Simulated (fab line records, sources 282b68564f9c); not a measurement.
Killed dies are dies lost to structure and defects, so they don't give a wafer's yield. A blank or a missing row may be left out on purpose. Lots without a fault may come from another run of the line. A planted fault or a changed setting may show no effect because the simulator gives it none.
Split-lot experiment | flow rit_cmos | 5 lots, 23 wafers read, on a route of 202 steps

THE SPLIT
At RIT_SDANNEAL_CLEAN_00 (cleans in SC1, time 600 s), the setting time_s was moved away from the recipe's 600 s on 15 of the 23 wafers read, by -9.4% to +9.6%. The other wafers ran this setting at the recipe's value.

The reading is taken at the split's own step.

THE READING
Si3N4_of_SPACER_CVD_03.thk_nm (the simulator's own value, which no gauge read), in nm, at RIT_SDANNEAL_CLEAN_00 (cleans in SC1, time 600 s). The file gives no usual value for it. The 8 wafers here that ran the recipe average 196.7 nm, standard deviation 2.1 nm.

wafer  | tool, chamber at the split | time_s as run, s | against the recipe | Si3N4_of_SPACER_CVD_03.thk_nm, nm | against lot-mates on the recipe
L074.1 | -, -                       | 652.9            | +8.8%              | 182.7                             | no lot-mate on the recipe
L074.2 | -, -                       | 652.9            | +8.8%              | 181.1                             | no lot-mate on the recipe
L074.3 | -, -                       | 652.9            | +8.8%              | 182.2                             | no lot-mate on the recipe
L074.4 | -, -                       | 652.9            | +8.8%              | 180.5                             | no lot-mate on the recipe
L074.6 | -, -                       | 652.9            | +8.8%              | 182.8                             | no lot-mate on the recipe
L079.1 | -, -                       | 543.4            | -9.4%              | 209.3                             | no lot-mate on the recipe
L079.2 | -, -                       | 543.4            | -9.4%              | 206.7                             | no lot-mate on the recipe
L079.4 | -, -                       | 543.4            | -9.4%              | 205.3                             | no lot-mate on the recipe
L079.5 | -, -                       | 543.4            | -9.4%              | 207.6                             | no lot-mate on the recipe
L079.6 | -, -                       | 543.4            | -9.4%              | 208.6                             | no lot-mate on the recipe
L080.2 | -, -                       | 600              | recipe             | 198.2                             | -
L080.3 | -, -                       | 600              | recipe             | 197.6                             | -
L080.4 | -, -                       | 600              | recipe             | 199.7                             | -
L080.5 | -, -                       | 600              | recipe             | 194.1                             | -
L080.6 | -, -                       | 600              | recipe             | 199.3                             | -
L082.1 | -, -                       | 657.7            | +9.6%              | 184.8                             | no lot-mate on the recipe
L082.2 | -, -                       | 657.7            | +9.6%              | 183.9                             | no lot-mate on the recipe
L082.4 | -, -                       | 657.7            | +9.6%              | 182.7                             | no lot-mate on the recipe
L082.5 | -, -                       | 657.7            | +9.6%              | 186.1                             | no lot-mate on the recipe
L082.6 | -, -                       | 657.7            | +9.6%              | 183.6                             | no lot-mate on the recipe
L085.1 | wet_bench-03, 2            | 600              | recipe             | 195.5                             | -
L085.3 | wet_bench-03, 2            | 600              | recipe             | 194.7                             | -
L085.4 | wet_bench-03, 2            | 600              | recipe             | 194.7                             | -

THE FIT
A straight line over all 23 wafers: Si3N4_of_SPACER_CVD_03.thk_nm changes by -1.33 nm for each +1% of time_s; r = -0.98; the points scatter about the line by 2.2 nm.
Too few moved wafers have a lot-mate on the recipe to fit a line with each lot's own level taken away.

THE FILE'S OWN FIT
Si3N4_of_SPACER_CVD_03.thk_nm changes by -1.33 nm for each +1% of time_s, r = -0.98.
